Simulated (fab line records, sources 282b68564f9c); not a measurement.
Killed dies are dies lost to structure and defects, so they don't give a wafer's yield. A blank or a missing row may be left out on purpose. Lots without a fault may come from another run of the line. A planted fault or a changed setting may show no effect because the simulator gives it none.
Which tool did it? | flow rit_cmos | 15 lots, 45 wafers sampled, at 5 steps of a route of 202

WHAT THE GAUGES READ, wafer by wafer
RIT_ACTIVE_THK_MEAS_02.
lot  | measured    | on            | ACTIVE_OXIDE_THK (nm)
L713 | day 1 12:53 | film_metro-02 | 47.0 46.5 48.0
L714 | day 1 18:25 | film_metro-04 | 47.1 47.4 47.4
L716 | day 2 03:04 | film_metro-03 | 48.4 47.6 48.4
L719 | day 2 18:05 | film_metro-02 | 48.6 48.1 48.1
L720 | day 2 23:03 | film_metro-03 | 46.7 47.4 47.5
L721 | day 3 04:03 | film_metro-02 | 48.2 48.2 47.6
L722 | day 3 09:25 | film_metro-03 | 49.2 48.4 48.9
L723 | day 3 14:03 | film_metro-03 | 46.3 46.0 46.1
L724 | day 3 19:03 | film_metro-02 | 47.3 48.0 46.7
L725 | day 4 00:04 | film_metro-04 | 41.3 41.0 41.5 41.3 41.0 41.5
L726 | day 4 05:03 | film_metro-04 | 42.0 40.7 41.4 42.1 40.8 41.4
L729 | day 4 20:04 | film_metro-02 | 40.8 40.8 41.1 40.7 40.7 41.1
L733 | day 5 16:03 | film_metro-04 | 46.6 46.2 46.6
L734 | day 5 21:03 | film_metro-03 | 48.5 48.0 46.8
L736 | day 6 07:03 | film_metro-02 | 45.8 45.7 46.0

RIT_PWELL_TW_MEAS_10.
lot  | measured    | on            | PWELL_TW
L713 | day 1 23:46 | film_metro-01 | 961 955 958
L714 | day 2 04:51 | film_metro-02 | 963 964 963
L716 | day 2 14:03 | film_metro-02 | 967 963 962
L719 | day 3 05:43 | film_metro-04 | 936 939 938
L720 | day 3 10:00 | film_metro-02 | 959 966 963
L721 | day 3 16:08 | film_metro-02 | 962 962 965
L722 | day 3 19:56 | film_metro-02 | 959 959 960
L723 | day 4 01:28 | film_metro-04 | 938 942 941
L724 | day 4 06:05 | film_metro-04 | 944 937 945
L725 | day 4 17:29 | film_metro-01 | 978 970 965
L726 | day 4 21:04 | film_metro-04 | 939 941 942
L729 | day 5 12:08 | film_metro-01 | 964 962 962
L733 | day 6 03:04 | film_metro-02 | 970 969 970
L734 | day 6 07:32 | film_metro-04 | 943 940 944
L736 | day 6 17:41 | film_metro-01 | 968 966 963

RIT_CONTACT_CD_MEAS_08: target cd 1000 nm.
lot  | measured    | on        | cd_nm (nm)
L713 | day 3 09:27 | cd_sem-01 | 999.9 1001.5 1002.5
L714 | day 3 11:11 | cd_sem-01 | 996.1 995.9 997.1
L716 | day 3 21:10 | cd_sem-01 | 1003.0 1003.4 1003.9
L719 | day 4 10:23 | cd_sem-01 | 999.1 1000.6 998.7
L720 | day 4 13:53 | cd_sem-02 | 1003.2 1001.1 1001.3
L721 | day 4 20:16 | cd_sem-01 | 997.5 1001.3 998.8
L722 | day 5 00:50 | cd_sem-01 | 999.7 996.6 998.4
L723 | day 5 05:58 | cd_sem-01 | 1001.5 999.6 998.8
L724 | day 5 10:16 | cd_sem-01 | 997.7 996.1 998.6
L725 | day 6 05:14 | cd_sem-01 | 1000.6 1001.3 1001.1
L729 | day 6 20:43 | cd_sem-01 | 1000.9 1001.1 1000.0
L733 | day 7 08:22 | cd_sem-01 | 997.5 998.2 1001.1
L734 | day 7 12:41 | cd_sem-01 | 998.3 1000.4 1000.6
L736 | day 8 04:02 | cd_sem-02 | 999.8 1001.4 1002.1

WHICH TOOL RAN EACH LOT (tool, then ch and the chambers of the sampled wafers, then the start)
lot  | RIT_ACTIVE_OXIDATION_01      | RIT_GATE_SOFTBAKE_12
L713 | furnace-02 ch 0, day 1 10:56 | litho_track-03 ch 0, day 2 16:50
L714 | furnace-01 ch 0, day 1 16:29 | litho_track-02 ch 0, day 2 18:26
L716 | furnace-02 ch 0, day 2 01:07 | litho_track-03 ch 0, day 3 04:55
L719 | furnace-04 ch 0, day 2 16:09 | litho_track-02 ch 0, day 3 18:23
L720 | furnace-02 ch 0, day 2 21:07 | litho_track-04 ch 0, day 3 22:31
L721 | furnace-04 ch 0, day 3 02:07 | litho_track-04 ch 0, day 4 05:10
L722 | furnace-01 ch 0, day 3 07:29 | litho_track-04 ch 0, day 4 08:32
L723 | furnace-04 ch 0, day 3 12:07 | litho_track-04 ch 0, day 4 14:40
L724 | furnace-04 ch 0, day 3 17:07 | litho_track-02 ch 0, day 4 18:45
L725 | furnace-04 ch 0, day 3 22:07 | litho_track-03 ch 0, day 5 11:08
L726 | furnace-04 ch 0, day 4 03:07 | litho_track-02 ch 0, day 5 15:05
L729 | furnace-04 ch 0, day 4 18:07 | litho_track-04 ch 0, day 6 02:25
L733 | furnace-01 ch 0, day 5 14:07 | litho_track-02 ch 0, day 6 16:28
L734 | furnace-01 ch 0, day 5 19:07 | litho_track-04 ch 0, day 6 21:20
L736 | furnace-01 ch 0, day 6 05:07 | litho_track-02 ch 0, day 7 06:26
- RIT_ACTIVE_OXIDATION_01: target thk 46.8 nm, ox time 3360 s.
- RIT_GATE_SOFTBAKE_12: time 62 s.

WHAT THE TOOLS THEMSELVES READ (means of the sampled wafers that have a number; where no wafer has one, the mark that the record gives instead)
RIT_ACTIVE_OXIDATION_01.
lot  | tool       | ox_temp_c (C) | zone_power_centre_pct (%)
L713 | furnace-02 | 1000.1        | 42.8
L714 | furnace-01 | 1000.7        | 39.6
L716 | furnace-02 | 1000.3        | 42.5
L719 | furnace-04 | 1000.2        | 42.8
L720 | furnace-02 | 1000.7        | 42.7
L721 | furnace-04 | 999.6         | 42.8
L722 | furnace-01 | 999.7         | 39.5
L723 | furnace-04 | 1000.1        | 42.9
L724 | furnace-04 | 1000.2        | 42.5
L725 | furnace-04 | 1000.0        | 42.7
L726 | furnace-04 | 999.9         | 43.0
L729 | furnace-04 | 1000.1        | 42.7
L733 | furnace-01 | 1000.2        | 39.4
L734 | furnace-01 | 1000.1        | 39.2
L736 | furnace-01 | 999.9         | 39.4

RIT_GATE_SOFTBAKE_12.
lot  | tool           | exhaust_pa (Pa) | plate_sensor_t_centre_C (C) | plate_sensor_t_edge_C (C)
L713 | litho_track-03 | 45.4            | 90.962                      | 91.013
L714 | litho_track-02 | 44.9            | 90.963                      | 91.014
L716 | litho_track-03 | 45.2            | 90.971                      | 91.025
L719 | litho_track-02 | 45.7            | 90.964                      | 91.014
L720 | litho_track-04 | 44.7            | 90.967                      | 91.030
L721 | litho_track-04 | 45.6            | 90.962                      | 91.019
L722 | litho_track-04 | 44.0            | 90.968                      | 91.022
L723 | litho_track-04 | 44.3            | 90.977                      | 91.028
L724 | litho_track-02 | 45.8            | 90.966                      | 91.019
L725 | litho_track-03 | 44.4            | 90.961                      | 91.023
L726 | litho_track-02 | 43.8            | 90.970                      | 91.026
L729 | litho_track-04 | 45.2            | 90.964                      | 91.022
L733 | litho_track-02 | 43.8            | 90.967                      | 91.025
L734 | litho_track-04 | 45.4            | 90.975                      | 91.018
L736 | litho_track-02 | 45.0            | 90.972                      | 91.015

THE ANSWER, worked out from the rows above alone
Rule: what is usual is taken from the lots themselves. Put in order of their means at a reading, lots are off if they are a third of the lots or fewer, leave a main group of 4 or more, and stand apart from it by a gap of 3 or more times the standard deviation of the main group's means; of several such gaps the widest counts. A main group whose means are all the same, to the digits that the tables above print for the reading, isn't used. A lot without any number at a reading at which 4 lots or more have one is off too. The other lots that the step has rows for count as sound. The gauges are gone through in route order, then the tools' own readings, and for those a lot's mean is taken as printed above. The first step at which some lot is off is used, and at that step the reading that is off furthest; a lot without a number counts as furthest.
Off: L725, L726, L729, at RIT_ACTIVE_THK_MEAS_02 (ACTIVE_OXIDE_THK). The main group: mean 47.4 nm, standard deviation 0.86.
A tool fits if, at a process step before that reading, it ran every lot that is off, and no sound lot after the first of them. The gauges at RIT_ACTIVE_THK_MEAS_02 are tried like those tools. One fits: furnace-04 at RIT_ACTIVE_OXIDATION_01. Its last sound lot is L724 (day 3 17:07), its first lot that is off L725 (day 3 22:07): a fault that began between those two fits.

WHAT THE SIMULATOR HAD PUT IN
Process parameter drift: furnace-04, from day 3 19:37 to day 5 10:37, at RIT_ACTIVE_OXIDATION_01. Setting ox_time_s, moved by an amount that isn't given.
Lots struck among those shown: L725, L726, L729. The rule above found the same.
